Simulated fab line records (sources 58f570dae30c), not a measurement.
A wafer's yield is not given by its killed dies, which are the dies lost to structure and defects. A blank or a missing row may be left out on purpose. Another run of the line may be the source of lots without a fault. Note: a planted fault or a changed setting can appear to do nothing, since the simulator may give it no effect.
Split-lot study -- flow berkeleyCmos170 -- 16 wafers read from 5 lots, route of 331 steps

## SPLIT DETAILS
At UCB170_M3_METAL_ETCH_18 (etches Al in Cl2/BCl3, stops on SiO2, target depth 1170 nm, time 195 s), the setting biasW was moved away from the recipe's 120 W on 7 of the 16 wafers read, by -6.9% to +8.3%. This setting was run at the recipe's value on the other wafers.

The reading is taken at the split's own step.

## THE READING
KrF_of_M3_COAT_10.thkNm (the simulator's own value, which no gauge read), in nm, at UCB170_M3_METAL_ETCH_18 (etches Al in Cl2/BCl3, stops on SiO2, target depth 1170 nm, time 195 s). The file does not state a usual value for it. The 9 wafers here that ran the recipe average 211.7 nm, standard deviation 11 nm.

wafer,"tool, chamber at the split","biasW as run, W",against the recipe,"KrF_of_M3_COAT_10.thkNm, nm",against lot-mates on the recipe
L074.1,"rieMetal-04, 0",111.7,-6.9%,238.1,+11.3
L074.4,"rieMetal-04, 0",120,recipe,226.8,-
L076.1,"rieMetal-02, 1",129.9,+8.3%,186.4,-15.5
L076.3,"rieMetal-02, 1",120,recipe,201.9,-
L076.6,"rieMetal-02, 1",129.9,+8.3%,186.5,-15.4
L080.4,"rieMetal-03, 1",113.3,-5.6%,242.2,+16.4
L080.5,"rieMetal-03, 0",120,recipe,225.8,-
L080.6,"rieMetal-03, 1",113.3,-5.6%,243.2,+17.4
L079.1,"rieMetal-04, 1",120,recipe,205.4,-
L079.3,"rieMetal-04, 1",129,+7.5%,190.1,-23.9
L079.4,"rieMetal-04, 0",120,recipe,217.5,-
L079.5,"rieMetal-04, 1",129,+7.5%,188.9,-25.1
L079.6,"rieMetal-04, 0",120,recipe,219.1,-
L082.1,"rieMetal-04, 1",120,recipe,197.3,-
L082.3,"rieMetal-04, 0",120,recipe,212.7,-
L082.4,"rieMetal-04, 1",120,recipe,198.9,-

FIT RESULTS
A straight line over all 16 wafers: KrF_of_M3_COAT_10.thkNm changes by -3.66 nm for each +1% of biasW; r = -0.89; the points scatter about the line by 9.4 nm.
The same after taking each lot's own level away (the mean of its wafers on the recipe; 16 wafers): -2.47 nm for each +1%; r = -0.91; scatter 5.5 nm.
That fit puts the effect of the largest move of biasW on the reading at 20 nm.
The span of the lots' own levels, 201.90 to 226.80 nm, comes to 2.3 times the standard deviation stated above.
So the slope is not independent of the lot-to-lot level: the two fits are not the same.
Check: with one of the wafers moved furthest among these (+8.3%) left out of the fit, the line predicts -21.9 nm for it against its lot-mates. Against them it came out at -15.5 nm.

## FURTHER SPLITS ON THESE WAFERS
Note: prior to the reading, these wafers also went through further splits. Each is held against what the fit with the lots' levels taken away leaves over:
other split on the same wafers,wafers away from the commonest value,r with KrF_of_M3_COAT_10.thkNm (lot level and that fit taken away)
UCB170_M2_COAT_10 spinRpm,3,-0.22
UCB170_V2_PEB_10 pebTempC,5,+0.04
UCB170_M3_SPUTTER_01 timeS,0,-

## FILE'S OWN FIT
KrF_of_M3_COAT_10.thkNm changes by -2.58 nm for each +1% of biasW, r = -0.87.
